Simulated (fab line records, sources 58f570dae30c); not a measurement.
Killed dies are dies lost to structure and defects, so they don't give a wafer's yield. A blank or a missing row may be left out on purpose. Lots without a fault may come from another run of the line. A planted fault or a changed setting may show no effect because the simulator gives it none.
Which tool did it? | flow berkeley_cmos170 | 13 lots, 39 wafers sampled, at 6 steps of a route of 331

WHAT THE GAUGES READ, wafer by wafer
UCB170_M3_OVL_MEAS_16. Usual: M3_OVL -1 nm, standard deviation 5.1.
lot  | measured     | on         | M3_OVL (nm) | flag
L104 | day 7 13:17  | overlay-02 | 2 4 -2      |
L105 | day 8 05:37  | overlay-01 | 4 9 -3      |
L107 | day 9 00:47  | overlay-02 | -5 -9 -3    |
L108 | day 9 02:41  | overlay-01 | 1 -3 -2     |
L111 | day 9 08:50  | overlay-02 | 2 -3 0      |
L115 | day 9 09:17  | overlay-02 | 12 3 -1     |
L110 | day 9 09:24  | overlay-02 | 0 -1 -3     |
L116 | day 10 10:29 | overlay-02 | -2 -1 -3    |
L117 | day 11 03:19 | overlay-01 | -8 -10 -2   |
L121 | day 11 18:14 | overlay-02 | 2 2 -4      |
L122 | day 11 19:06 | overlay-02 | -2 -7 -7    |
L125 | day 12 02:11 | overlay-01 | -9 -5 -8    |
L124 | day 12 02:20 | overlay-02 | -2 -2 4     |

UCB170_M3_CD_MEAS_90: target cd 700 nm. Usual: cd_nm 698 nm, standard deviation 3.1.
lot  | measured     | on        | cd_nm (nm)  | flag
L104 | day 7 13:41  | cd_sem-02 | 693 695 695 |
L105 | day 8 05:59  | cd_sem-01 | 697 699 696 |
L107 | day 9 01:10  | cd_sem-02 | 695 690 689 |
L108 | day 9 03:04  | cd_sem-01 | 700 696 694 |
L111 | day 9 09:18  | cd_sem-02 | 677 677 675 | OFF
L115 | day 9 10:01  | cd_sem-02 | 702 699 700 |
L110 | day 9 10:02  | cd_sem-01 | 679 677 674 | OFF
L116 | day 10 10:52 | cd_sem-02 | 677 683 680 | OFF
L117 | day 11 03:41 | cd_sem-01 | 700 698 697 |
L121 | day 11 18:37 | cd_sem-02 | 698 699 696 |
L122 | day 11 19:28 | cd_sem-01 | 704 707 704 |
L125 | day 12 02:33 | cd_sem-02 | 698 701 697 |
L124 | day 12 02:43 | cd_sem-01 | 698 700 699 |

WHICH TOOL RAN EACH LOT (tool, then ch and the chambers of the sampled wafers, then the start)
lot  | UCB170_V2_ETCH_14                  | UCB170_M3_ETCH_17                  | UCB170_M3_METAL_ETCH_18           | UCB170_M3_STRIP_19
L104 | rie_diel-02 ch 0,1,3, day 7 10:35  | rie_diel-02 ch 0,2,3, day 7 13:19  | rie_metal-04 ch 0,1, day 7 13:25  | plasma_asher-03 ch 0,1, day 7 13:34
L105 | rie_diel-04 ch 0,1, day 8 02:23    | rie_diel-03 ch 1,2,3, day 8 05:38  | rie_metal-03 ch 0,1, day 8 05:41  | plasma_asher-03 ch 0,1, day 8 05:52
L107 | rie_diel-04 ch 0,3, day 8 20:42    | rie_diel-02 ch 1,3, day 9 00:50    | rie_metal-04 ch 0,1, day 9 00:52  | plasma_asher-03 ch 0,1, day 9 01:04
L108 | rie_diel-02 ch 1,2,3, day 8 22:58  | rie_diel-03 ch 0,2,3, day 9 02:44  | rie_metal-04 ch 0,1, day 9 02:46  | plasma_asher-01 ch 0,1, day 9 02:58
L111 | rie_diel-04 ch 1,2, day 9 04:02    | rie_diel-04 ch 1,2,3, day 9 08:52  | rie_metal-04 ch 0,1, day 9 08:55  | plasma_asher-04 ch 0,1, day 9 09:06
L115 | rie_diel-02 ch 0,2,3, day 9 04:19  | rie_diel-02 ch 0,3, day 9 09:19    | rie_metal-02 ch 0,1, day 9 09:22  | plasma_asher-04 ch 0,1, day 9 09:33
L110 | rie_diel-04 ch 0,1, day 9 04:33    | rie_diel-04 ch 0,1, day 9 09:26    | rie_metal-04 ch 0,1, day 9 09:29  | plasma_asher-03 ch 0,1, day 9 09:40
L116 | rie_diel-02 ch 0,2,3, day 10 05:24 | rie_diel-02 ch 0,1,3, day 10 10:31 | rie_metal-04 ch 0,1, day 10 10:34 | plasma_asher-03 ch 0,1, day 10 10:44
L117 | rie_diel-02 ch 1,3, day 11 00:32   | rie_diel-03 ch 1,2, day 11 03:20   | rie_metal-02 ch 0,1, day 11 03:23 | plasma_asher-03 ch 0,1, day 11 03:34
L121 | rie_diel-02 ch 1,2, day 11 15:28   | rie_diel-02 ch 0,1,2, day 11 18:17 | rie_metal-02 ch 0,1, day 11 18:19 | plasma_asher-01 ch 0,1, day 11 18:31
L122 | rie_diel-04 ch 1,2, day 11 16:02   | rie_diel-03 ch 0,1, day 11 19:08   | rie_metal-03 ch 0,1, day 11 19:11 | plasma_asher-04 ch 0,1, day 11 19:22
L125 | rie_diel-04 ch 0,1,2, day 11 23:16 | rie_diel-03 ch 1,2,3, day 12 02:13 | rie_metal-02 ch 0,1, day 12 02:16 | plasma_asher-03 ch 0,1, day 12 02:27
L124 | rie_diel-02 ch 1,3, day 11 23:25   | rie_diel-04 ch 0,2, day 12 02:22   | rie_metal-03 ch 0,1, day 12 02:25 | plasma_asher-01 ch 0,1, day 12 02:36
- UCB170_V2_ETCH_14: etches SiO2 in CHF3/CF4/Ar, stops on Al, target depth 1250 nm, time 291 s.
- UCB170_M3_ETCH_17: etches BARC in N2/H2.
- UCB170_M3_METAL_ETCH_18: etches Al in Cl2/BCl3, stops on SiO2, target depth 1170 nm, time 195 s.
- UCB170_M3_STRIP_19: strips in O2.

WHAT THE TOOLS THEMSELVES READ (means of the sampled wafers that have a number; where no wafer has one, the mark that the record gives instead)
UCB170_V2_ETCH_14. Usual: chamber_pressure_mTorr 200.01 mTorr, standard deviation 0.19; drypump_motor_current_A 5.6 A, standard deviation 0.55; oes_product_au 0.876 a.u., standard deviation 0.0086; rf_fwd_power_W 698.5 W, standard deviation 2.1; throttle_valve_pct 6.90 %, standard deviation 0.12.
lot  | tool        | chamber_pressure_mTorr (mTorr) | drypump_motor_current_A (A) | oes_product_au (a.u.) | rf_fwd_power_W (W) | throttle_valve_pct (%) | flag
L104 | rie_diel-02 | 200.02                         | 5.3                         | 0.879                 | 696.9              | 6.92                   |
L105 | rie_diel-04 | 200.08                         | 5.4                         | 0.873                 | 699.1              | 7.02                   |
L107 | rie_diel-04 | 200.01                         | 5.3                         | 0.876                 | 696.6              | 6.99                   |
L108 | rie_diel-02 | 199.86                         | 5.6                         | 0.871                 | 697.5              | 6.88                   |
L111 | rie_diel-04 | 199.75                         | 5.6                         | 0.872                 | 696.7              | 6.85                   |
L115 | rie_diel-02 | 200.32                         | 5.8                         | 0.880                 | 700.9              | 6.97                   |
L110 | rie_diel-04 | 199.97                         | 5.4                         | 0.869                 | 698.9              | 7.02                   |
L116 | rie_diel-02 | 200.03                         | 5.8                         | 0.876                 | 697.5              | 6.97                   |
L117 | rie_diel-02 | 200.11                         | 5.0                         | 0.880                 | 699.5              | 6.91                   |
L121 | rie_diel-02 | 200.03                         | 5.7                         | 0.865                 | 697.6              | 6.80                   |
L122 | rie_diel-04 | 200.04                         | 5.8                         | 0.868                 | 698.2              | 6.80                   |
L125 | rie_diel-04 | 200.07                         | 5.6                         | 0.872                 | 699.0              | 6.90                   |
L124 | rie_diel-02 | 199.88                         | 5.0                         | 0.880                 | 697.4              | 6.91                   |

UCB170_M3_ETCH_17. Usual: chamber_pressure_mTorr 30.002 mTorr, standard deviation 0.029; drypump_motor_current_A 5.8 A, standard deviation 0.52; oes_product_au 1.000 a.u., standard deviation 0.018; rf_fwd_power_W 495.4 W, standard deviation 1.9; throttle_valve_pct 13.27 %, standard deviation 0.17.
lot  | tool        | chamber_pressure_mTorr (mTorr) | drypump_motor_current_A (A) | oes_product_au (a.u.) | rf_fwd_power_W (W) | throttle_valve_pct (%) | flag
L104 | rie_diel-02 | 30.011                         | 5.8                         | 1.002                 | 494.8              | 13.32                  |
L105 | rie_diel-03 | 29.997                         | 6.1                         | 0.998                 | 496.8              | 13.39                  |
L107 | rie_diel-02 | 30.016                         | 5.2                         | 1.002                 | 496.5              | 13.06                  |
L108 | rie_diel-03 | 29.968                         | 6.2                         | 0.988                 | 497.4              | 13.34                  |
L111 | rie_diel-04 | 29.989                         | 5.6                         | 1.003                 | 495.6              | 13.13                  |
L115 | rie_diel-02 | 30.018                         | 5.5                         | 1.017                 | 496.1              | 13.40                  |
L110 | rie_diel-04 | 29.988                         | 5.5                         | 1.032                 | 494.5              | 13.25                  |
L116 | rie_diel-02 | 29.986                         | 5.4                         | 1.010                 | 494.4              | 13.24                  |
L117 | rie_diel-03 | 30.015                         | 6.1                         | 0.981                 | 495.7              | 13.48                  |
L121 | rie_diel-02 | 30.016                         | 6.0                         | 0.995                 | 497.0              | 13.25                  |
L122 | rie_diel-03 | 29.987                         | 6.1                         | 0.989                 | 497.3              | 13.25                  |
L125 | rie_diel-03 | 29.984                         | 6.1                         | 0.986                 | 495.8              | 13.40                  |
L124 | rie_diel-04 | 30.006                         | 5.7                         | 1.016                 | 494.9              | 13.21                  |

UCB170_M3_METAL_ETCH_18. Usual: chamber_pressure_mTorr 11.998 mTorr, standard deviation 0.012; drypump_motor_current_A 6.0 A, standard deviation 0.45; he_backside_leak_sccm 3.5 sccm, standard deviation 0.36; oes_product_au 0.852 a.u., standard deviation 0.014; rf_fwd_power_W 597.3 W, standard deviation 2.1; throttle_valve_pct 24.40 %, standard deviation 0.23.
lot  | tool         | chamber_pressure_mTorr (mTorr) | drypump_motor_current_A (A) | he_backside_leak_sccm (sccm) | oes_product_au (a.u.) | rf_fwd_power_W (W) | throttle_valve_pct (%) | flag
L104 | rie_metal-04 | 11.985                         | 6.1                         | 3.5                          | 0.846                 | 596.7              | 24.50                  |
L105 | rie_metal-03 | 11.994                         | 6.2                         | 3.4                          | 0.869                 | 599.6              | 24.48                  |
L107 | rie_metal-04 | 12.003                         | 6.1                         | 3.5                          | 0.837                 | 597.4              | 24.51                  |
L108 | rie_metal-04 | 11.997                         | 6.1                         | 3.4                          | 0.831                 | 599.2              | 24.51                  |
L111 | rie_metal-04 | 12.002                         | 6.2                         | 3.5                          | 0.848                 | 836.7              | 24.34                  | OFF
L115 | rie_metal-02 | 11.996                         | 5.4                         | 3.5                          | 0.865                 | 596.4              | 24.21                  |
L110 | rie_metal-04 | 12.004                         | 6.2                         | 3.5                          | 0.849                 | 837.4              | 24.35                  | OFF
L116 | rie_metal-04 | 11.996                         | 6.3                         | 3.4                          | 0.846                 | 839.0              | 24.34                  | OFF
L117 | rie_metal-02 | 11.998                         | 5.4                         | 3.5                          | 0.852                 | 596.7              | 24.22                  |
L121 | rie_metal-02 | 11.992                         | 5.7                         | 3.5                          | 0.848                 | 597.0              | 24.38                  |
L122 | rie_metal-03 | 11.997                         | 6.2                         | 3.3                          | 0.860                 | 596.0              | 24.50                  |
L125 | rie_metal-02 | 12.003                         | 5.7                         | 3.6                          | 0.850                 | 599.9              | 24.37                  |
L124 | rie_metal-03 | 11.994                         | 6.1                         | 3.2                          | 0.867                 | 598.3              | 24.37                  |

UCB170_M3_STRIP_19. Usual: chamber_pressure_mTorr 3500 mTorr, standard deviation 3.3; drypump_motor_current_A 5.88 A, standard deviation 0.2; oes_product_au 0.533 a.u., standard deviation 0.021.
lot  | tool            | chamber_pressure_mTorr (mTorr) | drypump_motor_current_A (A) | oes_product_au (a.u.) | flag
L104 | plasma_asher-03 | 3497                           | 5.81                        | 0.521                 |
L105 | plasma_asher-03 | 3501                           | 5.98                        | 0.546                 |
L107 | plasma_asher-03 | 3500                           | 5.84                        | 0.515                 |
L108 | plasma_asher-01 | 3499                           | 5.67                        | 0.500                 |
L111 | plasma_asher-04 | 3500                           | 5.93                        | 0.314                 | OFF
L115 | plasma_asher-04 | 3498                           | 5.92                        | 0.550                 |
L110 | plasma_asher-03 | 3502                           | 5.83                        | 0.312                 | OFF
L116 | plasma_asher-03 | 3500                           | 6.00                        | 0.318                 | OFF
L117 | plasma_asher-03 | 3502                           | 6.00                        | 0.564                 |
L121 | plasma_asher-01 | 3500                           | 5.67                        | 0.541                 |
L122 | plasma_asher-04 | 3501                           | 5.98                        | 0.538                 |
L125 | plasma_asher-03 | 3499                           | 5.99                        | 0.541                 |
L124 | plasma_asher-01 | 3500                           | 5.77                        | 0.530                 |

THE ANSWER, worked out from the rows above alone
Rule: a lot is off if the mean of its wafers that have a number lies more than 3 standard deviations from the usual mean. A lot without any number at a reading at which 4 lots or more have one is off too. The other lots that the step has rows for count as sound. The gauges are gone through in route order, then the tools' own readings, and for those a lot's mean is taken as printed above. The first step at which some lot is off is used, and at that step the reading that is off furthest; a lot without a number counts as furthest.
Off: L111, L110, L116, at UCB170_M3_CD_MEAS_90 (cd_nm).
A tool fits if, at a process step before that reading, it ran every lot that is off, and no sound lot after the first of them. The gauges at UCB170_M3_CD_MEAS_90 aren't tried: what is off there is off at UCB170_M3_METAL_ETCH_18 too, on other tools, and a gauge's error can't cause that. One fits: rie_metal-04 at UCB170_M3_METAL_ETCH_18. Its last sound lot is L108 (day 9 02:46), its first lot that is off L111 (day 9 08:55): a fault that began between those two fits.
The tool's own readings at UCB170_M3_METAL_ETCH_18 bear it out: on the lots that are off they differ by more than 5 times the standard deviation of the sound lots' means. rf_fwd_power_W reads 837.7 W there against 597.7 W on the sound lots.

WHAT THE SIMULATOR HAD PUT IN
Process parameter drift: rie_metal-04, from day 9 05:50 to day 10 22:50, at UCB170_M3_METAL_ETCH_18. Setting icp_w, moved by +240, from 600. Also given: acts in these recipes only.
Lots struck among those shown: L111, L110, L116. The rule above found the same.
